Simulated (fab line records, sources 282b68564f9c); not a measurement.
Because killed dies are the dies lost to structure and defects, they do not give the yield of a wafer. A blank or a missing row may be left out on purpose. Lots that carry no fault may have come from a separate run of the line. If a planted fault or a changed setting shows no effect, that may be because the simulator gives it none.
Commonality check across tools | flow ritCmos | 42 wafers sampled across 14 lots

== WHAT PROMPTED THE OPENING ==
2 of 14 lots carry a flag on the reading PRETRO_TW at RIT_PRETRO_TW_MEAS_10. No-fault wafers: 476.1, standard deviation 2.7.
Rule: a lot is flagged in two cases, either no wafer of it has a number, or all its wafers with numbers fall more than 4 standard deviations from that mean. The other lots count as sound.

lot  | measured    | on           | PRETRO_TW, wafer by wafer | flag
L862 | day 2 08:14 | filmMetro-02 | 477.1 478.7 476.6         | 
L863 | day 2 13:18 | filmMetro-01 | 471.1 472.1 472.2         | 
L864 | day 2 18:20 | filmMetro-02 | 477.9 479.6 476.6         | 
L865 | day 2 23:09 | filmMetro-02 | 475.2 478.8 477.8         | 
L872 | day 4 08:52 | filmMetro-01 | 29.9 30.0 29.9            | FLAGGED
L873 | day 4 14:09 | filmMetro-01 | 29.8 29.8 29.8            | FLAGGED
L874 | day 4 19:21 | filmMetro-04 | 475.8 477.3 479.1         | 
L875 | day 5 00:10 | filmMetro-04 | 478.1 476.9 478.7         | 
L876 | day 5 05:16 | filmMetro-04 | 478.1 477.3 480.9         | 
L877 | day 5 12:32 | filmMetro-01 | 475.1 476.6 474.0         | 
L879 | day 5 21:00 | filmMetro-04 | 481.0 479.3 478.1         | 
L880 | day 6 01:22 | filmMetro-01 | 473.6 473.1 473.6         | 
L882 | day 6 13:38 | filmMetro-02 | 475.8 474.7 474.8         | 
L883 | day 6 17:27 | filmMetro-02 | 475.2 476.2 477.1         | 
The numbers of the flagged lots are 29.9 on average: -446.2 against the usual, or -99 or more standard deviations.

== WHICH TOOL RAN EACH LOT ==
The record keeps 1 process step preceding the reading, out of 202 steps on the route. In each cell: the tool, then ch and the chambers that the sampled wafers went through, then the start.
lot  | flag    | RIT_NRETRO_STRIP_09
L862 |         | plasmaAsher-03 ch 0,1, day 2 06:22
L863 |         | plasmaAsher-04 ch 0,1, day 2 11:31
L864 |         | plasmaAsher-01 ch 0,1, day 2 16:28
L865 |         | plasmaAsher-03 ch 0,1, day 2 21:20
L872 | FLAGGED | plasmaAsher-01 ch 0,1, day 4 07:08
L873 | FLAGGED | plasmaAsher-04 ch 0,1, day 4 12:18
L874 |         | plasmaAsher-01 ch 0,1, day 4 17:37
L875 |         | plasmaAsher-04 ch 0,1, day 4 22:21
L876 |         | plasmaAsher-01 ch 0,1, day 5 03:22
L877 |         | plasmaAsher-01 ch 0,1, day 5 10:49
L879 |         | plasmaAsher-04 ch 0,1, day 5 19:15
L880 |         | plasmaAsher-04 ch 0,1, day 5 23:32
L882 |         | plasmaAsher-03 ch 0,1, day 6 11:56
L883 |         | plasmaAsher-01 ch 0,1, day 6 15:34
What the steps here do:
- RIT_NRETRO_STRIP_09: strips in O2, time 180 s.
- RIT_PRETRO_TW_MEAS_10

== FLAGGED AGAINST TOTAL, ONE TOOL AT A TIME (gauges that did the reading follow at the end) ==
step                  | tool           | lots run | flagged | share of the flagged lots | sound lots run after its first flagged lot
RIT_NRETRO_STRIP_09   | plasmaAsher-01 | 6        | 1       | some                      | 4 (L874,L876,L877,L883)
RIT_NRETRO_STRIP_09   | plasmaAsher-03 | 3        | 0       | none                      | -
RIT_NRETRO_STRIP_09   | plasmaAsher-04 | 5        | 1       | some                      | 3 (L875,L879,L880)
RIT_PRETRO_TW_MEAS_10 | filmMetro-01   | 5        | 2       | all                       | 2 (L877,L880)
RIT_PRETRO_TW_MEAS_10 | filmMetro-02   | 5        | 0       | none                      | -
RIT_PRETRO_TW_MEAS_10 | filmMetro-04   | 4        | 0       | none                      | -

== THE TABLE: WHAT IT ALLOWS ==
Rows of the table that ran each flagged lot: 1, that is filmMetro-01 at RIT_PRETRO_TW_MEAS_10.
- filmMetro-01 at RIT_PRETRO_TW_MEAS_10 ran 5 lots, 2 of them flagged. Lots that were sound ran on it after the first flagged one (L877, L880); a persistent fault on the entire tool would not allow that.
Every row of the table either missed a flagged lot or ran a sound lot after the first.

== WHAT HAD BEEN PUT IN BY THE SIMULATOR ==
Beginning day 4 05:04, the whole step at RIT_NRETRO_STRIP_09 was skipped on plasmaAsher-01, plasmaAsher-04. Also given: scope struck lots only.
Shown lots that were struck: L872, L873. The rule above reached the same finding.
